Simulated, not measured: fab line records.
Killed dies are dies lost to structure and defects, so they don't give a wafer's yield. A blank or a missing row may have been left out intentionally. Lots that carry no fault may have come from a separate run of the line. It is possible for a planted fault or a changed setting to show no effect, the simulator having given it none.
Which tool is to blame? ; flow ritCmos ; Sampling: 8 lots, 24 wafers, 2 of 202 route steps

## WHAT THE GAUGES SHOWED, per wafer
RIT_GATE_CD_MEAS_16 targets a cd of 150 nm.
lot;measured;on;cdNm (nm)
L956;day 3 01:21;cdSem-01;150.6 149.5 147.6
L958;day 3 14:46;cdSem-01;146.6 147.5 149.4
L960;day 4 01:22;cdSem-02;147.0 146.4 146.7
L962;day 4 09:32;cdSem-02;152.8 152.6 150.3
L964;day 4 19:16;cdSem-01;221.1 220.6 218.0 220.8 220.8 218.1
L969;day 5 18:28;cdSem-02;197.8 196.0 198.9 197.7 195.9 199.1
L972;day 6 10:08;cdSem-02;184.8 181.4 182.5 184.7 181.4 182.4
L977;day 7 09:04;cdSem-02;146.9 146.4 148.3

## EACH LOT AND THE TOOL THAT RAN IT (in order: tool; ch and the chambers of the sampled wafers; start)
lot;RIT_GATE_EXPOSE_13
L956;ilineStepper-01 ch 0, day 3 00:57
L958;ilineStepper-02 ch 0, day 3 14:22
L960;ilineStepper-02 ch 0, day 4 00:58
L962;ilineStepper-01 ch 0, day 4 09:02
L964;ilineStepper-01 ch 0, day 4 18:52
L969;ilineStepper-01 ch 0, day 5 18:04
L972;ilineStepper-01 ch 0, day 6 09:44
L977;ilineStepper-02 ch 0, day 7 08:40
- RIT_GATE_EXPOSE_13: exposes mask M6, target cd 150 nm.

## THE ANSWER, worked out from the rows above alone
Rule: what is usual is taken from the lots themselves. The widest of any qualifying gaps counts: lots, ordered by their means at a reading, are off when they make up no more than a third of the lots, leave a main group of 4 or more, and stand apart from it by 3 or more times the standard deviation of that group's means. If all means in a main group match to the digits the tables above print for the reading, that group is not used. A lot without any number at a reading at which 4 lots or more have one is off too. Where the step has rows for the other lots, those lots are counted as sound.
None of the lots is off at any reading shown; this tells nothing.

## WHAT THE SIMULATOR PUT IN
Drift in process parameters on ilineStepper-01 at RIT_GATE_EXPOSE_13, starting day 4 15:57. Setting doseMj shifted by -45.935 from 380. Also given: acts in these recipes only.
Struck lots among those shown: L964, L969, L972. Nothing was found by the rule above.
